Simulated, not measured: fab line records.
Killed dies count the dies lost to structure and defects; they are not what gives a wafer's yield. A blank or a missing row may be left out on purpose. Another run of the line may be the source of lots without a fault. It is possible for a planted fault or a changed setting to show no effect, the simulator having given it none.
A lot that was struck, set against a sound lot / flow ritCmos / 44 steps out of a route of 202
Sound: the wafers L826.1, L826.2, L826.3. The struck wafers were L835.1, L835.3, L835.5. Last of all comes the cause.
Per side, at each step with rows, come the tool, then ch with its chambers, and then its first start. Under that, the readings that differ: sound wafers / struck wafers / difference of the means / sigmas: that difference in standard deviations of wafers without a fault.
alike: readings with means less than 2 such deviations apart, plus words and numbers identical on both sides. not compared: withheld readings, readings lacking a value on some wafer, bounds such as >300 that could conceal the same value, and numbers that have no deviation in the record and whose values overlap.
Wherever a step has rows on one side only, a row that says differs or no value, or a row with sigmas, the two part there. Numbers that have no deviation but don't overlap get no sigmas and don't part them. A reading missing from all wafers of one side parts the sides only when that side holds two or more wafers.

first, 3 steps without rows for these wafers: RIT_REOX_CLEAN_01 (cleans in dHF, time 30 s); RIT_REOX_CLEAN_02 (cleans in SC2, time 600 s); RIT_REOX_OXIDATION_03 (target thk 25.2 nm, ox time 5580 s).
RIT_REOX_THK_MEAS_04:
  sound on filmMetro-01 at day 4 05:28; struck on filmMetro-04 at day 5 19:16
  alike: REOX_OXIDE_THK
then, 6 steps without rows for these wafers: RIT_NLDD_HMDS_00 (prime time 60 s); RIT_NLDD_COAT_01 (resist thk 1000 nm); RIT_NLDD_SOFTBAKE_02 (time 60 s); RIT_NLDD_EXPOSE_03 (exposes mask M7, target cd 40700 nm); RIT_NLDD_PEB_04; RIT_NLDD_DEVELOP_05 (develop time 50 s).
RIT_NLDD_OVL_MEAS_06:
  sound on overlay-01 at day 4 06:22; struck on overlay-01 at day 5 20:32
  alike: NLDD_OVL
then, 1 step without rows for these wafers: RIT_NLDD_HARDBAKE_07 (time 60 s).
RIT_NLDD_IMPLANT_08:
  sound on implanter-01 ch 0, day 4 06:34; struck on implanter-02 ch 0, day 5 20:47
reading=doseIonsCm2; sound=5.003e+14 4.999e+14 4.997e+14; struck=6.499e+14 6.497e+14 6.495e+14; difference=+1.497e+14; sigmas=+99 or more
reading=faradayCurrentUA; sound=1627 1575 1541; struck=1962 2048 1966; difference=+411; sigmas=+13
RIT_NLDD_STRIP_09: strips in O2, time 180 s.
  sound on plasmaAsher-03 ch 0,1, day 4 06:43; struck on plasmaAsher-04 ch 1, day 5 20:56
  alike: drypumpMotorCurrentA
  not compared: rfHoursCounterH
RIT_NLDD_TW_MEAS_10:
  sound on filmMetro-02 at day 4 06:53; struck on filmMetro-02 at day 5 21:07
reading=NLDD_TW; sound=2519 2516 2508; struck=2708 2700 2711; difference=+192; sigmas=+7
then, 6 steps without rows for these wafers: RIT_PLDD_HMDS_00 (prime time 60 s); RIT_PLDD_COAT_01 (resist thk 1000 nm); RIT_PLDD_SOFTBAKE_02 (time 60 s); RIT_PLDD_EXPOSE_03 (exposes mask M8, target cd 40900 nm); RIT_PLDD_PEB_04; RIT_PLDD_DEVELOP_05 (develop time 50 s).
RIT_PLDD_OVL_MEAS_06:
  sound on overlay-01 at day 4 07:56; struck on overlay-01 at day 5 22:08
  alike: PLDD_OVL
then, 2 steps without rows for these wafers: RIT_PLDD_HARDBAKE_07 (time 60 s); RIT_PLDD_IMPLANT_08.
RIT_PLDD_STRIP_09: strips in O2, time 180 s.
  sound on plasmaAsher-04 ch 0,1, day 4 08:17; struck on plasmaAsher-03 ch 0,1, day 5 22:29
  alike: drypumpMotorCurrentA
  not compared: rfHoursCounterH
RIT_PLDD_TW_MEAS_10:
  sound on filmMetro-01 at day 4 08:27; struck on filmMetro-01 at day 5 22:39
  alike: PLDD_TW
then, 4 steps without rows for these wafers: RIT_SPACER_CLEAN_00 (cleans in SC1, time 600 s); RIT_SPACER_CLEAN_01 (cleans in dHF, time 30 s); RIT_SPACER_CLEAN_02 (cleans in SC2, time 600 s); RIT_SPACER_CVD_03 (deposits Si3N4 from SiH2Cl2/NH3, target thk 250 nm, time 3300 s).
RIT_SPACER_THK_MEAS_04:
  sound on filmMetro-02 at day 4 10:56; struck on filmMetro-01 at day 6 02:15
reading=SPACER_NITRIDE_THK (nm); sound=246.2 248.9 247.1; struck=252.8 254.4 252.5; difference=+5.8; sigmas=+2
RIT_SPACER_ETCHBACK_05: etches Si3N4 in SF6/CHF3, stops on SiO2, target depth 250 nm, time 240 s.
  sound on rieDiel-01 ch 0,1,3, day 4 10:59; struck on rieDiel-04 ch 0,1,3, day 6 02:19
  alike: drypumpMotorCurrentA, oesProductAu, throttleValvePct
  not compared: rfHoursCounterH
then, 6 steps without rows for these wafers: RIT_NSD_HMDS_00 (prime time 60 s); RIT_NSD_COAT_01 (resist thk 1000 nm); RIT_NSD_SOFTBAKE_02 (time 60 s); RIT_NSD_EXPOSE_03 (exposes mask M9, target cd 40700 nm); RIT_NSD_PEB_04; RIT_NSD_DEVELOP_05 (develop time 50 s).
RIT_NSD_OVL_MEAS_06:
  sound on overlay-01 at day 4 12:13; struck on overlay-01 at day 6 03:47
  alike: NSD_OVL
then, 2 steps without rows for these wafers: RIT_NSD_HARDBAKE_07 (time 60 s); RIT_NSD_IMPLANT_08.
RIT_NSD_STRIP_09: strips in O2, time 180 s.
  sound on plasmaAsher-02 ch 0,1, day 4 12:33; struck on plasmaAsher-01 ch 0,1, day 6 04:29
  alike: drypumpMotorCurrentA
  not compared: rfHoursCounterH
RIT_SDANNEAL_RS_MEAS_07: the measuring method here is four-point-probe.
  sound on filmMetro-03 at day 4 15:08; struck on filmMetro-03 at day 6 07:18
reading=NLDD_RS (ohm/sq); sound=151.6 151.2 151.3; struck=122.3 122.5 122.5; difference=-28.9; sigmas=-58
after that, 1 step had no rows for these wafers: RIT_M1_PROBE_99.

## WHERE THEY PART
First at RIT_NLDD_IMPLANT_08; last, within this record, at RIT_SDANNEAL_RS_MEAS_07.

WHY: what had been put in by the simulator
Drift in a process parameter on implanter-02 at RIT_NLDD_IMPLANT_08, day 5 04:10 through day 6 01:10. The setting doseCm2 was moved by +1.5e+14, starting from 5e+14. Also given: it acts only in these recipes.
